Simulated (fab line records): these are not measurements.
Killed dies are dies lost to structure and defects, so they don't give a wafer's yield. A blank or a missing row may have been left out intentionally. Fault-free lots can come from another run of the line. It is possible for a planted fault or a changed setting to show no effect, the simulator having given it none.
What tool caused it? + flow berkeley_cmos170 + 24 lots with 72 wafers sampled at 5 steps, on a route of 331 steps

WHAT THE GAUGES READ, wafer by wafer
UCB170_SACOX_THK_MEAS_02. Usual: SACOX_OXIDE_THK 14.41 nm, standard deviation 0.24.
| lot  | measured     | on            | SACOX_OXIDE_THK (nm) | flag |
|------|--------------|---------------|----------------------|------|
| L074 | day 5 16:41  | film_metro-01 | 14.04 14.01 14.12    |      |
| L075 | day 6 07:10  | film_metro-01 | 13.94 14.04 13.98    |      |
| L076 | day 6 07:10  | film_metro-04 | 14.28 14.48 14.36    |      |
| L077 | day 6 21:22  | film_metro-03 | 14.39 14.25 14.29    |      |
| L078 | day 6 21:22  | film_metro-01 | 14.43 14.51 14.44    |      |
| L079 | day 7 07:41  | film_metro-04 | 14.47 14.66 14.64    |      |
| L080 | day 7 16:02  | film_metro-04 | 14.72 14.41 14.75    |      |
| L081 | day 7 16:02  | film_metro-01 | 14.37 14.31 14.05    |      |
| L083 | day 7 20:17  | film_metro-04 | 14.17 14.56 14.78    |      |
| L082 | day 7 20:19  | film_metro-03 | 14.30 14.05 14.38    |      |
| L084 | day 8 06:49  | film_metro-01 | 14.42 14.40 14.45    |      |
| L085 | day 8 06:49  | film_metro-03 | 14.31 14.15 14.18    |      |
| L086 | day 8 06:49  | film_metro-04 | 14.38 14.49 14.65    |      |
| L087 | day 8 19:22  | film_metro-03 | 14.09 14.23 14.30    |      |
| L089 | day 8 19:25  | film_metro-01 | 14.30 14.62 14.71    |      |
| L088 | day 8 19:25  | film_metro-03 | 14.59 14.48 14.69    |      |
| L090 | day 9 13:43  | film_metro-04 | 14.42 14.54 14.72    |      |
| L092 | day 9 13:43  | film_metro-01 | 14.56 14.51 14.54    |      |
| L091 | day 9 13:44  | film_metro-03 | 14.10 14.23 14.16    |      |
| L094 | day 10 01:10 | film_metro-03 | 14.43 14.59 14.25    |      |
| L093 | day 10 01:11 | film_metro-01 | 14.51 14.71 14.79    |      |
| L095 | day 10 19:21 | film_metro-01 | 14.49 14.15 14.71    |      |
| L096 | day 10 19:21 | film_metro-03 | 14.72 14.44 14.38    |      |
| L097 | day 10 19:21 | film_metro-04 | 14.84 14.78 14.66    |      |

UCB170_SCREENOX_THK_MEAS_02. Usual: SCREENOX_OXIDE_THK 14.3 nm, standard deviation 0.33.
| lot  | measured     | on            | SCREENOX_OXIDE_THK (nm) | flag |
|------|--------------|---------------|-------------------------|------|
| L074 | day 5 23:11  | film_metro-04 | 14.2 14.3 14.0          |      |
| L075 | day 6 11:40  | film_metro-03 | 14.4 14.1 14.3          |      |
| L076 | day 6 11:44  | film_metro-03 | 13.7 13.9 14.0          |      |
| L077 | day 7 04:10  | film_metro-04 | 14.0 13.8 13.9          |      |
| L078 | day 7 04:11  | film_metro-03 | 13.9 13.8 13.6          |      |
| L079 | day 7 14:22  | film_metro-03 | 14.5 14.6 14.7          |      |
| L080 | day 7 20:25  | film_metro-02 | 14.3 14.2 14.4          |      |
| L081 | day 7 20:25  | film_metro-03 | 14.5 14.2 14.4          |      |
| L083 | day 8 02:08  | film_metro-04 | 14.6 14.5 14.6          |      |
| L082 | day 8 02:10  | film_metro-02 | 14.8 14.8 14.6          |      |
| L084 | day 8 12:58  | film_metro-03 | 14.4 14.4 14.4          |      |
| L085 | day 8 12:56  | film_metro-04 | 14.2 14.3 14.3          |      |
| L086 | day 8 12:56  | film_metro-02 | 14.3 14.4 14.3          |      |
| L087 | day 9 01:17  | film_metro-02 | 13.9 14.2 14.2          |      |
| L089 | day 9 01:17  | film_metro-04 | 14.1 13.9 14.2          |      |
| L088 | day 9 01:20  | film_metro-03 | 14.4 14.5 14.3          |      |
| L090 | day 9 20:22  | film_metro-02 | 13.8 14.0 13.8          |      |
| L092 | day 9 20:22  | film_metro-03 | 14.2 14.1 14.3          |      |
| L091 | day 9 20:23  | film_metro-04 | 14.0 14.1 14.1          |      |
| L094 | day 10 05:45 | film_metro-02 | 14.6 14.4 14.9          |      |
| L093 | day 10 05:44 | film_metro-04 | 14.5 14.2 14.4          |      |
| L095 | day 11 03:51 | film_metro-04 | 14.3 14.3 14.6          |      |
| L096 | day 11 03:55 | film_metro-03 | 15.0 14.9 15.1          |      |
| L097 | day 11 03:51 | film_metro-03 | 14.9 14.9 14.7          |      |

UCB170_PLDD_OVL_MEAS_07. Usual: PLDD_OVL 2 nm, standard deviation 4.9.
| lot  | measured     | on         | PLDD_OVL (nm) | flag |
|------|--------------|------------|---------------|------|
| L074 | day 7 03:03  | overlay-02 | -2 2 1        |      |
| L075 | day 7 13:57  | overlay-01 | 6 8 2         |      |
| L076 | day 7 13:34  | overlay-02 | 5 -1 0        |      |
| L077 | day 8 05:32  | overlay-01 | -4 -1 -5      |      |
| L078 | day 8 05:50  | overlay-02 | 0 -3 -3       |      |
| L079 | day 8 15:42  | overlay-01 | -5 -5 -5      |      |
| L080 | day 9 00:03  | overlay-01 | 1 2 -2        |      |
| L081 | day 9 00:08  | overlay-02 | -3 -2 -1      |      |
| L083 | day 9 00:24  | overlay-01 | 6 0 2         |      |
| L082 | day 9 00:47  | overlay-02 | 2 3 2         |      |
| L084 | day 9 16:25  | overlay-01 | -1 6 4        |      |
| L085 | day 9 16:08  | overlay-02 | -1 -3 6       |      |
| L086 | day 9 15:49  | overlay-02 | -6 -14 -1     |      |
| L087 | day 10 04:01 | overlay-02 | 10 6 13       |      |
| L089 | day 10 04:25 | overlay-01 | 1 7 -2        |      |
| L088 | day 10 04:39 | overlay-01 | 7 3 8         |      |
| L090 | day 11 03:55 | overlay-01 | 4 6 7         |      |
| L092 | day 11 03:40 | overlay-01 | -4 3 1        |      |
| L091 | day 11 03:19 | overlay-02 | 4 4 -3        |      |
| L094 | day 11 10:24 | overlay-02 | -7 -2 -5      |      |
| L093 | day 11 10:05 | overlay-02 | 5 1 -3        |      |
| L095 | day 12 12:09 | overlay-02 | -6 0 -3       |      |
| L096 | day 12 12:14 | overlay-01 | 5 3 7         |      |
| L097 | day 12 12:47 | overlay-01 | 6 2 10        |      |

EACH LOT AND THE TOOL THAT RAN IT (in order: tool; ch and the chambers of the sampled wafers; start)
| lot  | UCB170_NVT_STRIP_08                  | UCB170_GATE_ETCH_14                |
|------|--------------------------------------|------------------------------------|
| L074 | plasma_asher-02 ch 0,1, day 6 06:48  | rie_diel-02 ch 1,3, day 7 01:16    |
| L075 | plasma_asher-01 ch 0, day 6 18:54    | rie_diel-02 ch 2,3, day 7 12:03    |
| L076 | plasma_asher-03 ch 0,1, day 6 19:10  | rie_diel-03 ch 2,3, day 7 11:59    |
| L077 | plasma_asher-02 ch 0,1, day 7 10:34  | rie_diel-01 ch 0,2,3, day 8 03:56  |
| L078 | plasma_asher-01 ch 0,1, day 7 10:48  | rie_diel-02 ch 0,2,3, day 8 04:10  |
| L079 | plasma_asher-02 ch 0,1, day 7 20:35  | rie_diel-01 ch 1,2,3, day 8 14:14  |
| L080 | plasma_asher-02 ch 0,1, day 8 03:26  | rie_diel-02 ch 1,2,3, day 8 22:26  |
| L081 | plasma_asher-03 ch 0,1, day 8 03:10  | rie_diel-01 ch 0,2,3, day 8 22:34  |
| L083 | plasma_asher-02 ch 0,1, day 8 09:56  | rie_diel-03 ch 0,1,2, day 8 22:47  |
| L082 | plasma_asher-03 ch 0,1, day 8 09:43  | rie_diel-02 ch 0,1,2, day 8 22:54  |
| L084 | plasma_asher-02 ch 0,1, day 8 18:56  | rie_diel-03 ch 1,2,3, day 9 14:35  |
| L085 | plasma_asher-03 ch 0,1, day 8 18:49  | rie_diel-02 ch 0,1,3, day 9 14:28  |
| L086 | plasma_asher-01 ch 0,1, day 8 19:12  | rie_diel-01 ch 0,1,2, day 9 14:12  |
| L087 | plasma_asher-02 ch 0,1, day 9 06:44  | rie_diel-02 ch 0,1, day 10 01:53   |
| L089 | plasma_asher-01 ch 0,1, day 9 07:17  | rie_diel-01 ch 1,2,3, day 10 02:13 |
| L088 | plasma_asher-01 ch 0,1, day 9 07:00  | rie_diel-02 ch 0,1,3, day 10 02:29 |
| L090 | plasma_asher-01 ch 0,1, day 10 04:31 | rie_diel-03 ch 1,2, day 11 02:18   |
| L092 | plasma_asher-02 ch 0,1, day 10 04:21 | rie_diel-01 ch 0,1,2, day 11 02:05 |
| L091 | plasma_asher-02 ch 0,1, day 10 04:49 | rie_diel-02 ch 0,3, day 11 01:49   |
| L094 | plasma_asher-01 ch 0,1, day 10 11:58 | rie_diel-01 ch 0,3, day 11 08:46   |
| L093 | plasma_asher-03 ch 0,1, day 10 11:53 | rie_diel-02 ch 0,1, day 11 08:30   |
| L095 | plasma_asher-02 ch 0,1, day 11 11:46 | rie_diel-03 ch 0,1, day 12 09:49   |
| L096 | plasma_asher-01 ch 0,1, day 11 12:19 | rie_diel-02 ch 1,3, day 12 10:05   |
| L097 | plasma_asher-03 ch 0,1, day 11 12:03 | rie_diel-03 ch 1,3, day 12 10:22   |
- UCB170_NVT_STRIP_08: strips in O2.
- UCB170_GATE_ETCH_14: etches BARC in N2/H2.

AS READ BY THE TOOLS THEMSELVES (means over the sampled wafers that have a number; for cases with no such wafer, the mark the record gives instead)
UCB170_NVT_STRIP_08. Usual: drypump_motor_current_A 5.47 A, standard deviation 0.25; o2_flow_sccm 400.2 sccm, standard deviation 1.2; oes_product_au 0.735 a.u., standard deviation 0.0045; strip_time_to_endpoint_s 21.65 s, standard deviation 0.056.
| lot  | tool            | drypump_motor_current_A (A) | o2_flow_sccm (sccm) | oes_product_au (a.u.) | strip_time_to_endpoint_s (s) | flag |
|------|-----------------|-----------------------------|---------------------|-----------------------|------------------------------|------|
| L074 | plasma_asher-02 | 5.68                        | 400.2               | 0.735                 | 21.65                        |      |
| L075 | plasma_asher-01 | 5.40                        | 400.4               | 0.736                 | 21.61                        |      |
| L076 | plasma_asher-03 | 5.39                        | 399.2               | 0.735                 | 21.57                        |      |
| L077 | plasma_asher-02 | 5.40                        | 400.3               | 0.729                 | 21.72                        |      |
| L078 | plasma_asher-01 | 5.42                        | 399.9               | 0.735                 | 21.73                        |      |
| L079 | plasma_asher-02 | 5.41                        | 400.7               | 0.730                 | 21.68                        |      |
| L080 | plasma_asher-02 | 5.41                        | 399.6               | 0.737                 | 21.70                        |      |
| L081 | plasma_asher-03 | 5.42                        | 400.4               | 0.734                 | 21.66                        |      |
| L083 | plasma_asher-02 | 5.66                        | 401.6               | 0.734                 | 21.62                        |      |
| L082 | plasma_asher-03 | 5.48                        | 400.5               | 0.733                 | 21.68                        |      |
| L084 | plasma_asher-02 | 5.41                        | 399.4               | 0.735                 | 21.70                        |      |
| L085 | plasma_asher-03 | 5.45                        | 400.0               | 0.736                 | 21.66                        |      |
| L086 | plasma_asher-01 | 5.42                        | 400.7               | 0.738                 | 21.67                        |      |
| L087 | plasma_asher-02 | 5.66                        | 401.2               | 0.742                 | 21.58                        |      |
| L089 | plasma_asher-01 | 5.41                        | 401.3               | 0.738                 | 21.64                        |      |
| L088 | plasma_asher-01 | 5.41                        | 401.0               | 0.735                 | 21.66                        |      |
| L090 | plasma_asher-01 | 5.40                        | 400.2               | 0.735                 | 21.58                        |      |
| L092 | plasma_asher-02 | 5.39                        | 400.3               | 0.734                 | 21.69                        |      |
| L091 | plasma_asher-02 | 5.63                        | 400.2               | 0.735                 | 21.69                        |      |
| L094 | plasma_asher-01 | 5.42                        | 398.5               | 0.733                 | 21.64                        |      |
| L093 | plasma_asher-03 | 5.41                        | 398.8               | 0.735                 | 21.66                        |      |
| L095 | plasma_asher-02 | 5.68                        | 401.1               | 0.733                 | 21.62                        |      |
| L096 | plasma_asher-01 | 5.43                        | 399.1               | 0.733                 | 21.57                        |      |
| L097 | plasma_asher-03 | 5.46                        | 399.7               | 0.737                 | 21.72                        |      |

UCB170_GATE_ETCH_14. Usual: drypump_motor_current_A 5.6 A, standard deviation 0.42; h2_flow_sccm 200.1 sccm, standard deviation 0.63; oes_product_au 1.013 a.u., standard deviation 0.019; throttle_valve_pct 13.30 %, standard deviation 0.19.
| lot  | tool        | drypump_motor_current_A (A) | h2_flow_sccm (sccm) | oes_product_au (a.u.) | throttle_valve_pct (%) | flag |
|------|-------------|-----------------------------|---------------------|-----------------------|------------------------|------|
| L074 | rie_diel-02 | 5.2                         | 200.3               | 1.033                 | 13.24                  |      |
| L075 | rie_diel-02 | 5.4                         | 200.6               | 1.039                 | 13.23                  |      |
| L076 | rie_diel-03 | 5.9                         | 200.2               | 1.012                 | 13.41                  |      |
| L077 | rie_diel-01 | 5.4                         | 199.9               | 1.005                 | 13.25                  |      |
| L078 | rie_diel-02 | 5.6                         | 200.5               | 1.021                 | 13.18                  |      |
| L079 | rie_diel-01 | 5.7                         | 200.1               | 1.000                 | 13.18                  |      |
| L080 | rie_diel-02 | 5.3                         | 199.5               | 1.028                 | 13.28                  |      |
| L081 | rie_diel-01 | 5.4                         | 199.7               | 1.012                 | 13.25                  |      |
| L083 | rie_diel-03 | 5.9                         | 199.7               | 1.021                 | 13.57                  |      |
| L082 | rie_diel-02 | 5.5                         | 200.6               | 1.016                 | 13.25                  |      |
| L084 | rie_diel-03 | 5.6                         | 199.8               | 1.007                 | 13.41                  |      |
| L085 | rie_diel-02 | 5.4                         | 199.6               | 1.027                 | 13.20                  |      |
| L086 | rie_diel-01 | 5.5                         | 199.8               | 0.989                 | 13.35                  |      |
| L087 | rie_diel-02 | 5.3                         | 200.3               | 1.015                 | 13.27                  |      |
| L089 | rie_diel-01 | 5.7                         | 200.5               | 0.999                 | 13.19                  |      |
| L088 | rie_diel-02 | 5.4                         | 200.3               | 1.024                 | 13.21                  |      |
| L090 | rie_diel-03 | 5.7                         | 199.9               | 1.022                 | 13.52                  |      |
| L092 | rie_diel-01 | 5.5                         | 200.2               | 0.996                 | 13.36                  |      |
| L091 | rie_diel-02 | 5.7                         | 200.4               | 1.019                 | 13.11                  |      |
| L094 | rie_diel-01 | 5.7                         | 200.8               | 1.000                 | 13.21                  |      |
| L093 | rie_diel-02 | 5.6                         | 200.5               | 1.007                 | 13.16                  |      |
| L095 | rie_diel-03 | 5.6                         | 200.2               | 1.031                 | 13.56                  |      |
| L096 | rie_diel-02 | 5.1                         | 199.4               | 1.025                 | 13.30                  |      |
| L097 | rie_diel-03 | 5.4                         | 199.8               | 1.022                 | 13.40                  |      |

THE ANSWER, worked out from the rows above alone
Rule: take the mean of a lot's wafers that have a number; if it is more than 3 standard deviations from the usual mean, the lot is off. A lot without any number at a reading at which 4 lots or more have one is off too. All remaining lots with rows at the step are treated as sound. Order of review: gauges by route order, followed by the tools' own readings, for which a lot's mean as printed above is used. At the first step where some lot is off, the reading lying furthest off is the one used; lots without a number count as furthest.
None of the lots is off at any reading shown; this tells nothing.

WHAT HAD BEEN PUT IN BY THE SIMULATOR
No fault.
